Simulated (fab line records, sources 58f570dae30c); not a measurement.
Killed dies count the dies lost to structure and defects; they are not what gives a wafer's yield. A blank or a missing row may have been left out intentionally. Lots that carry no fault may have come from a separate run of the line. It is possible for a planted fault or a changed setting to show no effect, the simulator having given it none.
Comparing a struck lot with a sound one | flow berkeleyCmos170 | 43 out of 331 route steps
Sound: wafers L617.3, L617.4, L617.5. Struck: wafer L629.1 (left out: L629.2, L629.4 of the same lot, which were not struck); the cause appears at the end.
At each step with rows: each side's tool, then ch and its chambers, then its first start. Under that, the readings that differ: sound wafers | struck wafers | difference of the means | sigmas: that difference in standard deviations of wafers without a fault.
alike: words and numbers the same on both sides, and readings whose means are apart by under 2 such deviations; not compared: readings that were withheld, readings missing a value for some wafer, numbers with overlapping values and no deviation given by the record, and bounds like >300 which may hide the same value.
Wherever a step has rows on one side only, a row that says differs or no value, or a row with sigmas, the two part there. Numbers that don't overlap but have no deviation are shown without sigmas and don't part them. A reading missing from all wafers of one side parts the sides only when that side holds two or more wafers.

first, 1 step without rows for these wafers: UCB170_NWELL_OXIDATION_01 (target thk 26.4 nm, ox time 1260 s).
UCB170_NWELL_THK_MEAS_02:
  sound on filmMetro-02 at day 2 05:41; struck on filmMetro-04 at day 4 13:02
reading              | sound          | struck | difference | sigmas
NWELL_OXIDE_THK (nm) | 25.5 25.7 26.2 | 27.2   | +1.4       | +3
then, 2 steps without rows for these wafers: UCB170_NWELL_ANNEAL_03 (time 900 s); UCB170_NWELL_CVD_04 (deposits Si3N4 from SiH2Cl2/NH3, target thk 224 nm, time 3360 s).
UCB170_NWELL_THK_MEAS_05:
  sound on filmMetro-04 at day 2 13:50; struck on filmMetro-02 at day 4 19:40
  alike: NWELL_NITRIDE_THK
then, 6 steps without rows for these wafers: UCB170_NWELL_HMDS_06 (prime time 60 s); UCB170_NWELL_COAT_07 (resist thk 900 nm); UCB170_NWELL_SOFTBAKE_08 (time 60 s); UCB170_NWELL_EXPOSE_09 (exposes mask NWELL, target cd 3000 nm); UCB170_NWELL_PEB_10; UCB170_NWELL_DEVELOP_11 (develop time 45 s).
UCB170_NWELL_OVL_MEAS_12:
  sound on overlay-01 at day 2 14:59; struck on overlay-01 at day 4 22:26
  alike: NWELL_OVL
UCB170_NWELL_ETCH_13: etches Si3N4 in CH3F/Ar/O2, stops on SiO2, target depth 246.4 nm, time 154 s.
  sound on rieDiel-04 ch 2,3, day 2 15:01; struck on rieDiel-03 ch 0, day 4 22:28
  alike: chamberPressureMTorr, drypumpMotorCurrentA, oesProductAu, throttleValvePct
  not compared: rfHoursCounterH
next, for these wafers, 1 step has no rows: UCB170_NWELL_IMPLANT_14.
UCB170_NWELL_STRIP_15: strips in O2.
  sound on plasmaAsher-02 ch 0,1, day 2 15:17; struck on plasmaAsher-01 ch 0, day 4 22:43
reading             | sound | struck | difference                   | sigmas
rfHoursCounterH (h) | - - - | 35     | no value on the sound wafers | 
  alike: chamberPressureMTorr, drypumpMotorCurrentA, o2FlowSccm, oesProductAu, stripTimeToEndpointS
UCB170_NWELL_TW_MEAS_16:
  sound on filmMetro-02 at day 2 15:23; struck on filmMetro-02 at day 4 22:49
  alike: NWELL_TW
then, 6 steps without rows for these wafers: UCB170_NWELL_CLEAN_17 (cleans in SPM, time 600 s); UCB170_NWELL_WET_ETCH_18 (etches Si3N4 in H3PO4, time 14400 s); UCB170_NWELL_WET_ETCH_19 (etches SiO2 in BOE, time 22 s); UCB170_PWELL_CLEAN_00 (cleans in SPM, time 600 s); UCB170_PWELL_CLEAN_01 (cleans in dHF, time 60 s); UCB170_PWELL_OXIDATION_02 (target thk 26.4 nm, ox time 1260 s).
UCB170_PWELL_THK_MEAS_03:
  sound on filmMetro-03 at day 3 05:51; struck on filmMetro-03 at day 5 07:43
  alike: PWELL_OXIDE_THK
then, 2 steps without rows for these wafers: UCB170_PWELL_ANNEAL_04 (time 900 s); UCB170_PWELL_CVD_05 (deposits Si3N4 from SiH2Cl2/NH3, target thk 220 nm, time 3300 s).
UCB170_PWELL_THK_MEAS_06:
  sound on filmMetro-02 at day 3 13:34; struck on filmMetro-03 at day 5 17:22
  alike: PWELL_NITRIDE_THK
then, 6 steps without rows for these wafers: UCB170_PWELL_HMDS_07 (prime time 60 s); UCB170_PWELL_COAT_08 (resist thk 900 nm); UCB170_PWELL_SOFTBAKE_09 (time 60 s); UCB170_PWELL_EXPOSE_10 (exposes mask PWELL, target cd 3000 nm); UCB170_PWELL_PEB_11; UCB170_PWELL_DEVELOP_12 (develop time 45 s).
UCB170_PWELL_OVL_MEAS_13:
  sound on overlay-01 at day 3 16:13; struck on overlay-02 at day 5 18:36
  alike: PWELL_OVL
UCB170_PWELL_ETCH_14: etches Si3N4 in CH3F/Ar/O2, stops on SiO2, target depth 242 nm, time 151 s.
  sound on rieDiel-04 ch 0,1,2, day 3 16:14; struck on rieDiel-04 ch 0, day 5 18:38
  alike: chamberPressureMTorr, drypumpMotorCurrentA, oesProductAu, throttleValvePct
  not compared: rfHoursCounterH
next, for these wafers, 1 step has no rows: UCB170_PWELL_IMPLANT_15.
UCB170_PWELL_STRIP_16: strips in O2.
  sound on plasmaAsher-02 ch 0,1, day 3 16:32; struck on plasmaAsher-02 ch 0, day 5 18:53
reading             | sound | struck | difference                   | sigmas
rfHoursCounterH (h) | - - - | 33     | no value on the sound wafers | 
  alike: chamberPressureMTorr, drypumpMotorCurrentA, o2FlowSccm, oesProductAu, stripTimeToEndpointS
UCB170_PWELL_TW_MEAS_17:
  sound on filmMetro-04 at day 3 16:37; struck on filmMetro-02 at day 5 19:02
  alike: PWELL_TW
then, 5 steps without rows for these wafers: UCB170_PWELL_CLEAN_18 (cleans in SPM, time 600 s); UCB170_PWELL_WET_ETCH_19 (etches Si3N4 in H3PO4, time 14400 s); UCB170_PWELL_WET_ETCH_20 (etches SiO2 in BOE, time 22 s); UCB170_WELLDRIVE_CLEAN_00 (cleans in SPM, time 600 s); UCB170_WELLDRIVE_OXIDATION_01 (target thk 199 nm, ox time 9000 s).
-- the record jumps here: 5 days lie between the struck wafers' starts before and after (it left off in module WELLDRIVE and takes up again in module M3, whose first step shown is number 331 of the route) --
UCB170_M3_PROBE_99:
  rows exist in the record for the struck wafers here (prober-02, day 11 03:53), but not for the sound ones

== WHERE THEY PART ==
First at UCB170_NWELL_THK_MEAS_02; last, within this record, at UCB170_M3_PROBE_99.

WHY: the cause the simulator had injected
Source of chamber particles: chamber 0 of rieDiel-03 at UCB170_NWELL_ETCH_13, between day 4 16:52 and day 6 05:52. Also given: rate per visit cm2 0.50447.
